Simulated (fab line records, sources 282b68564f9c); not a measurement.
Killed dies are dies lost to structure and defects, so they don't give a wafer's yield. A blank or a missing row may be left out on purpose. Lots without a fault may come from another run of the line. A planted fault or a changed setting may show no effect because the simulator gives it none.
A struck lot beside a sound one | flow rit_cmos | 16 steps out of a route of 202
Sound: wafers L968.1, L968.2, L968.6. Struck: wafers L972.1, L972.3, L972.6. The cause comes at the end.
At each step with rows: each side's tool, then ch and its chambers, then its first start. Under that, the readings that differ: sound wafers | struck wafers | difference of the means | sigmas: that difference in standard deviations of wafers without a fault.
alike: readings whose means differ by less than 2 such deviations, and words and numbers that are the same on both sides. not compared: withheld readings, readings that some wafer has no value for, bounds like >300 that may hide the same value, and numbers for which the record gives no deviation and whose values overlap.
The two part at a step that has a row with sigmas, a row that says differs or no value, or rows on one side only. Numbers that don't overlap but have no deviation are shown without sigmas and don't part them. A reading that every wafer of one side lacks parts them only if that side has two wafers or more.

RIT_ACTIVE_BOW_MEAS_00:
  sound on film_metro-03, day 3 17:00; struck on film_metro-02, day 4 13:00
  alike: INCOMING_BOW
then, 1 step without rows for these wafers: RIT_ACTIVE_OXIDATION_01 (target thk 46.8 nm, ox time 3360 s).
RIT_ACTIVE_THK_MEAS_02:
  sound on film_metro-02, day 3 19:30; struck on film_metro-03, day 4 15:32
  alike: ACTIVE_OXIDE_THK
then, 1 step without rows for these wafers: RIT_ACTIVE_CVD_03 (deposits Si3N4 from SiH2Cl2/NH3, target thk 150 nm, time 1500 s).
RIT_ACTIVE_THK_MEAS_04:
  sound on film_metro-01, day 3 20:59; struck on film_metro-01, day 4 17:00
  reading                 | sound             | struck            | difference | sigmas
  ACTIVE_NITRIDE_THK (nm) | 153.0 152.1 153.3 | 149.0 150.1 147.8 | -3.8       | -3
then, 3 steps without rows for these wafers: RIT_ACTIVE_HMDS_05 (prime time 60 s); RIT_ACTIVE_COAT_06 (resist thk 1000 nm); RIT_ACTIVE_SOFTBAKE_07 (time 60 s).
RIT_ACTIVE_EXPOSE_08: exposes mask M1, target cd 1400 nm.
  sound on iline_stepper-02 ch 0, day 3 21:29; struck on iline_stepper-02 ch 0, day 4 17:31
  reading              | sound                | struck               | difference | sigmas
  exposure_dose_mJ_cm2 | 225.40 225.27 225.16 | 216.38 216.61 216.14 | -8.90      | -36
  alike: mask
then, 2 steps without rows for these wafers: RIT_ACTIVE_PEB_09; RIT_ACTIVE_DEVELOP_10 (develop time 50 s).
RIT_ACTIVE_CD_MEAS_11: target cd 1400 nm.
  sound on cd_sem-01, day 3 21:53; struck on cd_sem-02, day 4 17:55
  reading    | sound                | struck               | difference | sigmas
  cd_nm (nm) | 1400.3 1402.5 1400.1 | 1384.3 1387.0 1361.8 | -23.3      | -10
then, 1 step without rows for these wafers: RIT_ACTIVE_HARDBAKE_12 (time 60 s).
RIT_ACTIVE_ETCH_13: etches Si3N4 in SF6, stops on SiO2, time 210 s, target depth 210 nm.
  sound on rie_diel-01 ch 1,2,3, day 3 22:10; struck on rie_diel-01 ch 0,2, day 4 18:11
  reading                 | sound          | struck         | difference | sigmas
  model.ACTIVE.cd_nm (nm) | 1400 1403 1400 | 1385 1387 1362 | -23        |
  alike: drypump_motor_current_A, oes_product_au, throttle_valve_pct
  not compared: rf_hours_counter_h
RIT_ACTIVE_STRIP_14: strips in O2, time 180 s.
  sound on plasma_asher-01 ch 0,1, day 3 22:17; struck on plasma_asher-04 ch 0,1, day 4 18:19
  alike: drypump_motor_current_A
  not compared: rf_hours_counter_h
-- the record jumps here: 2 days lie between the struck wafers' starts before and after (it left off in module ACTIVE and takes up again in module M1, whose first step shown is number 202 of the route) --
RIT_M1_PROBE_99:
  sound on prober-02, day 5 23:41; struck on prober-01, day 6 23:43
  reading                        | sound          | struck         | difference | sigmas
  model.etest.pldd.width_nm (nm) | 3188 3176 3200 | 3155 3169 3134 | -35        |
  alike: killed_at_contacts, killed_at_front_end, killed_dies, killed_open, killed_short
  not compared: model.etest.pplus_sal.width_nm, model.etest.nplus_sal.width_nm, model.etest.nldd.width_nm

WHERE THEY PART
First at RIT_ACTIVE_THK_MEAS_04; last, within this record, at RIT_ACTIVE_CD_MEAS_11. Later steps at which nothing parts them and some readings are alike: RIT_ACTIVE_ETCH_13, RIT_ACTIVE_STRIP_14, RIT_M1_PROBE_99.

WHY: what the simulator had put in
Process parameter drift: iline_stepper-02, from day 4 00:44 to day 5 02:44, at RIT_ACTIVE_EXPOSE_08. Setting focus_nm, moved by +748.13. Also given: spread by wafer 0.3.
